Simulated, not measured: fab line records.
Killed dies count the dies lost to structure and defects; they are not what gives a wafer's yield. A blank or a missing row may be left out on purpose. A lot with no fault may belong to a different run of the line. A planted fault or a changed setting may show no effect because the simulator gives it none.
Struck lot and sound lot, side by side ; flow rit_cmos ; 27 out of 202 route steps
Sound: wafers L432.2, L432.4, L432.6. Struck: wafer L420.5 (left out: L420.4, L420.6 of the same lot, which were not struck); the cause appears at the end.
Each step with rows lists, per side, the tool, then ch with its chambers, then its first start. Under that, the readings that differ: sound wafers ; struck wafers ; difference of the means ; sigmas: that difference in standard deviations of wafers without a fault.
alike: a reading whose means differ by less than 2 such deviations, as well as words and numbers matching on both sides. not compared: withheld readings; readings where some wafer has no value; bounds like >300 that might hide an equal value; numbers whose values overlap and for which the record gives no deviation.
A row with sigmas, a row that says differs or no value, or rows on one side alone: a step with any of these is where the two part. Non-overlapping numbers with no deviation appear without sigmas and do not part them. Lack of a reading on every wafer of one side parts them only where that side has two or more wafers.

first, 4 steps without rows for these wafers: RIT_CONTACT_SOFTBAKE_04 (time 60 s); RIT_CONTACT_EXPOSE_05 (exposes mask M11, target cd 1000 nm); RIT_CONTACT_PEB_06; RIT_CONTACT_DEVELOP_07 (develop time 120 s).
RIT_CONTACT_CD_MEAS_08: target cd 1000 nm.
  struck on cd_sem-02, day 5 03:26; sound on cd_sem-01, day 7 15:17
  alike: cd_nm
RIT_CONTACT_OVL_MEAS_09:
  struck on overlay-01, day 5 03:31; sound on overlay-01, day 7 15:23
  alike: CONTACT_OVL
then, 1 step without rows for these wafers: RIT_CONTACT_HARDBAKE_10 (time 60 s).
RIT_CONTACT_ETCH_11: etches SiO2 in CHF3/CF4/Ar, stops on TiSi2, target depth 480 nm, time 320 s.
  sound on rie_diel-01 ch 1,3, day 7 15:34; struck on rie_diel-03 ch 1, day 5 03:41
reading;sound;struck;difference;sigmas
throttle_valve_pct (%);8.92 8.94 9.03;8.64;-0.32;-2
  alike: drypump_motor_current_A, oes_product_au
  not compared: rf_hours_counter_h
RIT_CONTACT_STRIP_12: strips in O2, time 180 s.
  sound on plasma_asher-01 ch 0,1, day 7 15:46; struck on plasma_asher-04 ch 0, day 5 03:56
reading;sound;struck;difference;sigmas
drypump_motor_current_A (A);5.6 5.1 5.1;6.5;+1.2;+3
  not compared: rf_hours_counter_h
RIT_CONTACT_CD_MEAS_90: target cd 1000 nm.
  struck on cd_sem-01, day 5 04:07; sound on cd_sem-01, day 7 15:58
  alike: cd_nm
then, 2 steps without rows for these wafers: RIT_CONTACT_CLEAN_13 (cleans in SC1, time 600 s); RIT_CONTACT_CLEAN_14 (cleans in SC2, time 600 s).
RIT_M1_SPUTTER_00: material Al, target thk 400 nm, time 500 s.
  struck on pvd_sputter-04, day 5 04:32; sound on pvd_sputter-04, day 7 16:26
reading;sound;struck;difference;sigmas
model.Al_of_M1_SPUTTER_00.thk_nm (nm);406.8 402.4 400.8;627.6;+224.3;
  alike: throttle_valve_pct
RIT_M1_RS_MEAS_01: a four-point-probe measurement.
  struck on film_metro-02, day 5 04:53; sound on film_metro-03, day 7 16:44
reading;sound;struck;difference;sigmas
M1_AL_RS (ohm/sq);0.0721 0.0731 0.0733;0.0465;-0.0263;-34
RIT_M1_THK_MEAS_02: measures by xrf.
  struck on film_metro-02, day 5 04:58; sound on film_metro-03, day 7 16:51
reading;sound;struck;difference;sigmas
M1_AL_THK (nm);404 398 397;621;+221;+48
then, 6 steps without rows for these wafers: RIT_M1_HMDS_03 (prime time 60 s); RIT_M1_COAT_04 (resist thk 1300 nm); RIT_M1_SOFTBAKE_05 (time 60 s); RIT_M1_EXPOSE_06 (exposes mask M12, target cd 2600 nm); RIT_M1_PEB_07; RIT_M1_DEVELOP_08 (develop time 68 s).
RIT_M1_CD_MEAS_09: target cd 2600 nm.
  struck on cd_sem-02, day 5 06:04; sound on cd_sem-02, day 7 19:29
  alike: cd_nm
RIT_M1_OVL_MEAS_10:
  struck on overlay-02, day 5 06:08; sound on overlay-02, day 7 19:35
  alike: M1_OVL
then, 1 step without rows for these wafers: RIT_M1_HARDBAKE_11 (time 120 s).
RIT_M1_METAL_ETCH_12: etches Al in Cl2/BCl3, stops on SiO2, time 165 s, target depth 600 nm.
  sound on rie_metal-03 ch 0,1, day 7 19:52; struck on rie_metal-03 ch 0, day 5 06:28
reading;sound;struck;difference;sigmas
oes_product_au (a.u.);0.767 0.771 0.769;0.974;+0.205;+16
  alike: bcl3_flow_sccm, drypump_motor_current_A, throttle_valve_pct
  not compared: rf_hours_counter_h
then, 1 step without rows for these wafers: RIT_M1_STRIP_13 (strips in nmp, time 600 s).
RIT_M1_PROBE_99:
  struck on prober-01, day 5 08:52; sound on prober-02, day 7 22:11
reading;sound;struck;difference;sigmas
defect_limited_yield (%);98.1 99.2 97.3;2.3;-95.9;-96
killed_at_M0_to_M3;0 0 0;249;+249;+99 or more
killed_dies;5 2 7;258;+253;+94
killed_on_rim;2 0 1;69;+68;+57
model.etest.tester.sort_n_pass;259 262 257;0;-259;
model.etest.tester.sort_yield_pct (%);98.11 99.24 97.35;0;-98;
model.etest.tester.sort_bin_5_pct (%);1.136 0 1.894;96.59;+95.58;
model.etest.tester.sort_bin_3_pct (%);0 0 0.3788;2.273;+2.147;
model.etest.retro_edge_nmos.over_limit;0 0 0;1;+1;
model.etest.diode_nwell_sub.over_limit;0 0 0;1;+1;
model.etest.ppoly_sal.short;0 0 0;1;+1;
model.etest.nmos_0p3.over_limit;0 0 0;1;+1;
  alike: killed_at_front_end, killed_open, killed_short

WHERE THEY PART
Earliest at RIT_CONTACT_ETCH_11; latest, in this record, at RIT_M1_PROBE_99.

WHY: what the simulator had put in
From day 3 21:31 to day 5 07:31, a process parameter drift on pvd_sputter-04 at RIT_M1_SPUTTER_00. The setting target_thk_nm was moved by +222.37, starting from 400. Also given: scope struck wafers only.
